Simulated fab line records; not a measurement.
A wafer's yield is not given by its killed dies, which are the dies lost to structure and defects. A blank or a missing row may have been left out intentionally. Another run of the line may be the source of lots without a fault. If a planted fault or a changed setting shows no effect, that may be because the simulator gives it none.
Split-lot study    flow ritCmos    5 lots, 23 wafers read, on a route of 202 steps

## SPLIT DETAILS
At RIT_PLDD_IMPLANT_08, the setting energyKev was moved away from the recipe's 20 on 9 of the 23 wafers read, by -5.6% to +5.8%. The other wafers ran this setting at the recipe's value.

## FROM THE SPLIT TO THE READING: what the file shows between them, 6 steps
- RIT_SPACER_CVD_03: deposits Si3N4 from SiH2Cl2/NH3, target thk 250 nm, time 3300 s (also split here: pressureMtorr)
- RIT_SDANNEAL_CLEAN_00: cleans in SC1, time 600 s (also split here: tempC)
- RIT_SDANNEAL_CLEAN_01: cleans in dHF, time 30 s
- RIT_SDANNEAL_CLEAN_02: cleans in SC2, time 600 s
- RIT_SDANNEAL_RTA_03: time 4.907 s
- RIT_SDANNEAL_RS_MEAS_05: measures by four-point-probe

## THE READING
PLDD_RS (ohm/sq), read at RIT_SDANNEAL_RS_MEAS_06 with a four-point probe. On this fab line, fault-free wafers typically give 178.8 ohm/sq with a standard deviation of 0.4 ohm/sq.

wafer   tool, chamber at the split  energyKev as run  against the recipe  PLDD_RS, ohm/sq  against lot-mates on the recipe
L076.1  implanter-02, 0             20                recipe              178.2            -
L076.4  implanter-02, 0             20                recipe              178.0            -
L076.5  implanter-02, 0             20                recipe              177.9            -
L079.2  implanter-01, 0             20                recipe              179.2            -
L079.3  implanter-01, 0             20                recipe              178.3            -
L079.4  implanter-01, 0             20                recipe              178.9            -
L079.5  implanter-01, 0             20                recipe              178.4            -
L079.6  implanter-01, 0             20                recipe              178.5            -
L081.1  implanter-01, 0             20                recipe              178.3            -
L081.3  implanter-01, 0             21.16             +5.8%               175.0            -3.7
L081.4  implanter-01, 0             20                recipe              179.1            -
L081.5  implanter-01, 0             21.16             +5.8%               175.1            -3.6
L081.6  implanter-01, 0             21.16             +5.8%               174.9            -3.8
L082.1  implanter-04, 0             18.88             -5.6%               182.3            +3.7
L082.3  implanter-04, 0             20                recipe              178.3            -
L082.4  implanter-04, 0             20                recipe              178.9            -
L082.5  implanter-04, 0             18.88             -5.6%               182.5            +3.9
L082.6  implanter-04, 0             18.88             -5.6%               182.6            +4.0
L084.1  implanter-04, 0             19.08             -4.6%               181.7            +3.0
L084.3  implanter-04, 0             20                recipe              178.7            -
L084.4  implanter-04, 0             19.08             -4.6%               182.0            +3.3
L084.5  implanter-04, 0             19.08             -4.6%               181.9            +3.2
L084.6  implanter-04, 0             20                recipe              178.7            -

FIT RESULTS
A straight line over all 23 wafers: PLDD_RS changes by -0.666 ohm/sq for each +1% of energyKev; r = -0.99; the points scatter about the line by 0.35 ohm/sq.
The same after taking each lot's own level away (the mean of its wafers on the recipe; 23 wafers): -0.667 ohm/sq for each +1%; r = -0.99; scatter 0.25 ohm/sq.
On that fit, the largest move of energyKev shifts the reading by 3.9 ohm/sq.
The span of the lots' own levels, 178.03 to 178.70 ohm/sq, comes to 1.7 times the standard deviation stated above.
So the lot-to-lot level changes the slope little: the two slopes agree.
Check: -3.85 ohm/sq against its lot-mates is what the line predicts for one of the wafers moved furthest among these (+5.8%) when that wafer is left out of the fit. It came out at -3.7 ohm/sq against them.

## FURTHER SPLITS ON THESE WAFERS
Note: prior to the reading, these wafers also went through further splits. Each is held against what the fit with the lots' levels taken away leaves over:
other split on the same wafers   wafers away from the commonest value  r with PLDD_RS (lot level and that fit taken away)
RIT_GATE_EXPOSE_13 doseMj        4                                     +0.14
RIT_SPACER_CVD_03 pressureMtorr  15                                    -0.07
RIT_SDANNEAL_CLEAN_00 tempC      15                                    -0.02

## THE WHOLE CHAIN: every reading that the file lists as answering this split, in the file's order
step                     what it does                  reading                                                         change (the file's fit)                 r (the file's)
RIT_PLDD_IMPLANT_08                                    implant.rpNm (the simulator's own value, which no gauge read)   +0.135 nm for each +1% of the setting   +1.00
RIT_PLDD_IMPLANT_08                                    implant.drpNm (the simulator's own value, which no gauge read)  +0.0686 nm for each +1% of the setting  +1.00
RIT_SDANNEAL_RS_MEAS_05  measures by four-point-probe  NSD_RS                                                          -0.0487 for each +1% of the setting     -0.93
RIT_SDANNEAL_RS_MEAS_06  measures by four-point-probe  PLDD_RS                                                         -0.669 for each +1% of the setting      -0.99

## THE FILE'S OWN FIT
PLDD_RS changes by -0.669 ohm/sq for each +1% of energyKev, r = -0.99.
